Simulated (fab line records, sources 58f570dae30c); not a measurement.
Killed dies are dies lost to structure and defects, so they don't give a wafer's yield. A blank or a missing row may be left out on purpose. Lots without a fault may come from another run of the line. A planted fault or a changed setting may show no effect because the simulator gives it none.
One fault seen from 2 desks | flow berkeley_cmos170 | each desk has only its own numbers; what lay behind them comes last

THE TOOL OWNER'S DESK: krf_scanner-02
The tool's own readings at UCB170_GATE_EXPOSE_09 (exposes mask POLY, target cd 350 nm): means of the sampled wafers that have a number, for each lot that ran on this tool. A lot is out of limits, marked OUT, if its mean lies more than 4 standard deviations from the usual mean; the brackets give that distance.
Columns: A = focus_offset_nm at UCB170_GATE_EXPOSE_09, usual -0.1 nm
lot  | first seen here | A
L339 | day 6 17:04     | -0.2
L354 | day 9 14:10     | 0.1
This desk's finding: nothing out of limits on any of the 2 lots.

THE METROLOGY DESK
What the gauges read, lot by lot, whatever tool the lot ran on: means of the sampled wafers that have a number. A lot is out of limits, marked OUT, if its mean lies more than 4 standard deviations from the usual mean; the brackets give that distance.
Columns: A = PVT_TW at UCB170_PVT_TW_MEAS_09, usual 514; B = FIELD_OXIDE_LEFT_2_THK at UCB170_FIELD_THK_MEAS_91, usual 348 nm; C = GATE_OXIDE_THK at UCB170_GATE_THK_MEAS_02, usual 6.56 nm; D = GATE_POLY_THK at UCB170_GATE_THK_MEAS_05, usual 213.6 nm; E = cd_nm at UCB170_GATE_CD_MEAS_12, usual 349.9 nm; F = GATE_OVL at UCB170_GATE_OVL_MEAS_13, usual 0 nm
lot  | first seen here | A   | B   | C    | D     | E     | F
L339 | day 6 00:38     | 516 | 351 | 6.45 | 212.3 | 349.4 | 5
L340 | day 6 01:08     | 513 | 355 | 6.53 | 211.2 | 352.0 | 2
L354 | day 9 01:59     | 511 | 346 | 6.39 | 215.6 | 346.8 | -2
L359 | day 9 20:15     | 510 | 343 | 6.65 | 213.7 | 351.4 | 4
L358 | day 9 20:32     | 520 | 343 | 6.52 | 211.7 | 350.5 | 1
This desk's finding: nothing out of limits on any of the 5 lots.

PUT TOGETHER
The tool owner's desk saw nothing out of limits.
The metrology desk saw nothing out of limits.

WHAT THE SIMULATOR HAD PUT IN
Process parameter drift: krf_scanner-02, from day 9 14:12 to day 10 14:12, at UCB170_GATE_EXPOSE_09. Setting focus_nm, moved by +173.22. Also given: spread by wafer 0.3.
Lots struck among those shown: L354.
